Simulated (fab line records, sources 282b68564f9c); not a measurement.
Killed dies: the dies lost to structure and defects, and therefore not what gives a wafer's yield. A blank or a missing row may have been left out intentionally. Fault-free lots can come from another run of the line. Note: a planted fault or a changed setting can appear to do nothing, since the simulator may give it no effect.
fab line records -- flow rit_cmos
record: lots: 14, wafers: 42, last_day: 7
route steps=202 shown M1@198
lots untouched by any fault: they come from a run of this same line in which no faults occurred
start_h: hours from the record's first day to the start of the lot's first wafer shown -- wait_h: hours from the lot's prior step to this one -- " identical to the entry in the row above -- L1.1+2: a row that stands for several wafers -- - value missing, or start not given -- * or withheld: withheld -- < > ~ a bound
route shown NAME@n: a module of which the file shows steps, and the number in the route of the first -- usual: mean/standard deviation of fault-free wafers -- same: alike in all rows -- chamber/n: place in a boat -- sites: readings site by site -- _std_site: standard deviation across them -- _edge_site: outer sites' mean less inner sites' -- radius_mm: how far each site lies from the wafer's centre -- mask NAME#n: copy n -- behind: the tool/chamber that last shaped the wafer -- hold: reason for holding the lot/hours on hold/outcome of the hold -- device: the transistor (n, p or np) that didn't switch -- end of line: tests of these same wafers at the route's end -- a step with no rows: only its recipe -- killed: dies that structure and defects cost at the first sort, which is not the same as the wafer's yield -- map: per-die view of a wafer (x killed, . not killed, _ where there is no die)
set.NAME: the run value of the setting; set.NAME@STEP: its run value at that earlier step -- model.NAME: the simulator's own value behind a step, which no gauge read
route steps across a sampled set of lots; one table per step, one row per wafer
services: the hour from which a tool's chamber was out of use, counted from the record's first day as start_h (under 0 if before that day), plus the number of hours and why
== steps ==
step: RIT_M1_STRIP_14
recipe: chemistry: O2, time_s: 180, platen_temp_c: withheld, power_w: 500, pressure_mtorr: 4000, o2_flow_sccm: 4000
usual: chamber_pressure_mTorr: 4000/3.8, drypump_motor_current_A: 5.7/0.58
lot.wafer,tool,chamber,start_h,wait_h,chamber_pressure_mTorr,drypump_motor_current_A,rf_hours_counter_h
L878.2,plasma_asher-03,0,58.98,0.0,4003,5.6,39
L878.4,plasma_asher-03,1,58.98,0.0,4001,5.2,-
L878.6,plasma_asher-03,1,58.98,0.0,4003,5.2,-
L879.2,plasma_asher-04,1,64.88,0.0,4002,6.2,42
L879.3,plasma_asher-04,1,64.88,0.0,4002,6.2,-
L879.5,plasma_asher-04,0,64.88,0.0,3996,5.7,-
L880.1,plasma_asher-04,0,66.32,0.0,3997,5.8,42
L880.3,plasma_asher-04,1,66.32,0.0,4001,6.2,-
L880.4,plasma_asher-04,0,66.32,0.0,3999,5.8,-
L882.1,plasma_asher-04,1,77.97,0.0,4000,6.2,43
L882.3,plasma_asher-04,0,77.97,0.0,4004,5.7,-
L882.6,plasma_asher-04,0,77.97,0.0,4001,5.8,-
L883.2,plasma_asher-03,0,84.39,0.0,4003,5.5,41
L883.3,plasma_asher-03,0,84.39,0.0,4002,5.5,-
L883.5,plasma_asher-03,0,84.39,0.0,3997,5.6,-
L884.1,plasma_asher-04,1,86.57,0.0,3994,6.2,44
L884.2,plasma_asher-04,0,86.57,0.0,4006,5.7,44
L884.4,plasma_asher-04,1,86.57,0.0,4000,6.2,-
L886.1,plasma_asher-01,1,99.76,0.0,3995,6.6,32
L886.2,plasma_asher-01,0,99.76,0.0,4001,4.9,32
L886.3,plasma_asher-01,1,99.76,0.0,4000,6.6,-
L888.1,plasma_asher-03,0,112.61,0.0,3997,5.6,45
L888.3,plasma_asher-03,1,112.61,0.0,4003,5.2,-
L888.5,plasma_asher-03,1,112.61,0.0,4001,5.2,-
L891.3,plasma_asher-03,0,125.30,0.1,4000,5.6,-
L891.4,plasma_asher-03,1,125.30,0.1,3993,5.2,-
L891.5,plasma_asher-03,0,125.30,0.1,4005,5.6,-
L897.2,plasma_asher-01,1,152.62,0.0,-,-,-
L897.4,plasma_asher-01,0,152.62,0.0,-,-,-
L897.5,plasma_asher-01,1,152.62,0.0,-,-,-
L898.1,plasma_asher-03,0,159.01,0.0,-,-,-
L898.5,plasma_asher-03,1,159.01,0.0,-,-,-
L898.6,plasma_asher-03,0,159.01,0.0,-,-,-
L899.1,plasma_asher-04,0,164.02,0.0,3998,5.7,5
L899.2,plasma_asher-04,1,164.02,0.0,4001,6.2,5
L899.5,plasma_asher-04,0,164.02,0.0,4002,5.7,-
L900.1,plasma_asher-01,0,167.14,0.0,4002,4.9,37
L900.3,plasma_asher-01,0,167.14,0.0,4009,4.9,-
L900.6,plasma_asher-01,1,167.14,0.0,4000,6.6,-
L901.1,plasma_asher-04,0,174.63,0.0,3999,5.8,6
L901.5,plasma_asher-04,1,174.63,0.0,3993,6.2,-
L901.6,plasma_asher-04,0,174.63,0.0,4003,5.7,-
step: RIT_M1_PROBE_99
usual: defect_limited_yield: 97.4/1.1, killed_at_contacts: 0.1/0.3, killed_at_front_end: 6.9/2.9, killed_dies: 7.0/2.9, killed_open: 3.3/2, killed_short: 3.7/2, sort_bin_3_pad_short: 0.1/0.22, sort_bin_5_function: 1.5/0.81, sort_bin_6_memory: 1.0/0.64, sort_n_pass: 257.0/2.9, sort_yield_pct: 97.4/1.1
same: gross_dies: 264, killed_at_M0_to_M3: 0, killed_at_M4_up: 0, killed_at_back_side: 0, killed_at_other: 0
lot.wafer,tool,chamber,start_h,wait_h,defect_limited_yield[%],killed_at_contacts,killed_at_front_end,killed_dies,killed_open,killed_short,sort_bin_3_pad_short[%],sort_bin_5_function[%],sort_bin_6_memory[%],sort_n_pass,sort_yield_pct[%]
L900.1,prober-01,-,169.06,0.1,97.3,0,7,7,2,5,0,1.5,1.1,257.0,97.3
L900.3,prober-01,-,169.16,0.2,98.5,0,4,4,1,3,0,0.4,1.1,260.0,98.5
L900.6,prober-01,-,169.31,0.2,98.1,0,5,5,3,2,0,0.4,1.5,259.0,98.1
L901.1,prober-02,-,176.55,0.1,95.8,0,11,11,6,5,0,1.1,3.0,253.0,95.8
L901.5,prober-02,-,176.75,0.2,96.2,0,10,10,5,5,0,1.5,2.3,254.0,96.2
L901.6,prober-02,-,176.80,0.2,97.0,0,8,8,5,3,0,1.9,1.1,256.0,97.0
killed by level:class
L900.1 GATE:geometric_particle:short=3 GATE:geometric_particle:open=2 SILICIDE:geometric_particle:short=2
L900.3 FOX2:geometric_particle:short=1 GATE:geometric_particle:short=1 SPACER:geometric_particle:open=1 SPACER:geometric_particle:short=1
L900.6 FOX2:geometric_particle:short=1 GATE:geometric_particle:open=1 GATE:geometric_particle:short=1 REOX:geometric_particle:open=1 SPACER:geometric_particle:open=1
L901.1 FOX1:geometric_particle:open=2 FOX1:geometric_particle:short=2 FOX2:geometric_particle:open=2 REOX:geometric_particle:short=2 REOX:geometric_particle:open=2 GATE:geometric_particle:short=1
L901.5 GATE:geometric_particle:open=4 FOX1:geometric_particle:short=1 GATE:geometric_particle:short=1 REOX:geometric_particle:short=1 SPACER:geometric_particle:short=1 SPACER:geometric_particle:open=1 SILICIDE:geometric_particle:short=1
L901.6 FOX1:geometric_particle:short=2 GATE:geometric_particle:open=2 FOX1:geometric_particle:open=1 REOX:geometric_particle:open=1 REOX:geometric_particle:short=1 SPACER:geometric_particle:open=1
== services ==
tool,chamber,start_h,hours,kind
plasma_asher-04,-,43.96,1.8,repair
plasma_asher-01,-,78.99,1.2,repair
plasma_asher-04,-,100.62,2.8,pm
plasma_asher-01,-,101.44,14.6,pm
plasma_asher-04,-,108.75,9.0,pm
plasma_asher-04,0,108.75,9.0,vent_cycle
plasma_asher-04,1,108.75,9.0,vent_cycle
plasma_asher-04,0,117.75,-,clean
plasma_asher-04,1,117.75,-,clean
plasma_asher-04,-,126.64,2.2,repair
plasma_asher-04,-,166.23,7.6,repair
plasma_asher-03,-,166.43,3.4,repair
== key ==
first_sign: step: RIT_M1_STRIP_14, reading: tool_record, direction: missing
effect none on later readings
met_at RIT_M1_STRIP_14
struck_lots L897,L898
onset_between 125.30 152.62
fault: kind: skipped_step_whole, tool: plasma_asher-01,plasma_asher-03, chamber: -, onset_h: 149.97, steps: RIT_M1_STRIP_14, scope: struck_lots_only
